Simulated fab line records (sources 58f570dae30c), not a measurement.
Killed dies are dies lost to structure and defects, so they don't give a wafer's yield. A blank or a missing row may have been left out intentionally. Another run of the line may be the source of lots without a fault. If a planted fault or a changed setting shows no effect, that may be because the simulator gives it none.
The tool behind it: which one? / flow berkeleyCmos170 / 24 wafers from 8 lots sampled at 4 of the route's 331 steps

== WHAT EACH GAUGE READ, for each wafer ==
UCB170_PSD_TW_MEAS_10.
lot=L624; measured=day 7 17:25; on=filmMetro-04; PSD_TW=2283 2275 2284
lot=L627; measured=day 8 07:50; on=filmMetro-04; PSD_TW=2288 2283 2277
lot=L626; measured=day 8 08:01; on=filmMetro-01; PSD_TW=2314 2307 2314
lot=L633; measured=day 9 10:34; on=filmMetro-04; PSD_TW=2300 2290 2292
lot=L630; measured=day 9 11:08; on=filmMetro-04; PSD_TW=2290 2289 2302
lot=L636; measured=day 9 16:25; on=filmMetro-04; PSD_TW=2300 2306 2290
lot=L638; measured=day 10 17:15; on=filmMetro-03; PSD_TW=3512 3507 3521
lot=L639; measured=day 10 23:00; on=filmMetro-04; PSD_TW=3431 3450 3446

== EACH LOT AND THE TOOL THAT RAN IT (in order: tool; ch and the chambers of the sampled wafers; start) ==
lot=L624; UCB170_GATE_STRIP_16=plasmaAsher-02 ch 0,1, day 7 05:59; UCB170_PSD_IMPLANT_08=implanter-03 ch 0, day 7 17:10; UCB170_PSD_STRIP_09=plasmaAsher-03 ch 0,1, day 7 17:19
lot=L627; UCB170_GATE_STRIP_16=plasmaAsher-03 ch 0,1, day 7 18:56; UCB170_PSD_IMPLANT_08=implanter-01 ch 0, day 8 07:35; UCB170_PSD_STRIP_09=plasmaAsher-04 ch 0,1, day 8 07:44
lot=L626; UCB170_GATE_STRIP_16=plasmaAsher-03 ch 0,1, day 7 19:32; UCB170_PSD_IMPLANT_08=implanter-03 ch 0, day 8 07:46; UCB170_PSD_STRIP_09=plasmaAsher-03 ch 0,1, day 8 07:55
lot=L633; UCB170_GATE_STRIP_16=plasmaAsher-01 ch 0,1, day 8 20:35; UCB170_PSD_IMPLANT_08=implanter-04 ch 0, day 9 10:19; UCB170_PSD_STRIP_09=plasmaAsher-04 ch 0,1, day 9 10:28
lot=L630; UCB170_GATE_STRIP_16=plasmaAsher-01 ch 0,1, day 8 20:53; UCB170_PSD_IMPLANT_08=implanter-04 ch 0, day 9 10:54; UCB170_PSD_STRIP_09=plasmaAsher-03 ch 0,1, day 9 11:01
lot=L636; UCB170_GATE_STRIP_16=plasmaAsher-03 ch 0,1, day 9 04:28; UCB170_PSD_IMPLANT_08=implanter-01 ch 0, day 9 16:10; UCB170_PSD_STRIP_09=plasmaAsher-02 ch 0,1, day 9 16:19
lot=L638; UCB170_GATE_STRIP_16=plasmaAsher-02 ch 0,1, day 10 04:18; UCB170_PSD_IMPLANT_08=implanter-03 ch 0, day 10 17:00; UCB170_PSD_STRIP_09=plasmaAsher-04 ch 0,1, day 10 17:09
lot=L639; UCB170_GATE_STRIP_16=plasmaAsher-03 ch 0,1, day 10 11:05; UCB170_PSD_IMPLANT_08=implanter-04 ch 0, day 10 22:45; UCB170_PSD_STRIP_09=plasmaAsher-02 ch 0,1, day 10 22:54
- UCB170_GATE_STRIP_16: strips in O2.
- UCB170_PSD_IMPLANT_08
- UCB170_PSD_STRIP_09: strips in O2.

== THE ANSWER, worked out from the rows above alone ==
Rule: what is usual is taken from the lots themselves. Put in order of their means at a reading, lots are off if they are a third of the lots or fewer, leave a main group of 4 or more, and stand apart from it by a gap of 3 or more times the standard deviation of the main group's means; of several such gaps the widest counts. If all means in a main group match to the digits the tables above print for the reading, that group is not used. Also off: a lot with no number at a reading for which 4 or more lots have one. Any other lot the step has rows for is counted as sound.
Off: at UCB170_PSD_TW_MEAS_10 (PSD_TW), L638, L639. For the main group the mean is 2294 and the standard deviation 10.
A tool fits if, at a process step before that reading, it ran every lot that is off, and no sound lot after the first of them. The gauges at UCB170_PSD_TW_MEAS_10 are tried like those tools. Of those tried, none fits.

== WHAT HAD BEEN PUT IN BY THE SIMULATOR ==
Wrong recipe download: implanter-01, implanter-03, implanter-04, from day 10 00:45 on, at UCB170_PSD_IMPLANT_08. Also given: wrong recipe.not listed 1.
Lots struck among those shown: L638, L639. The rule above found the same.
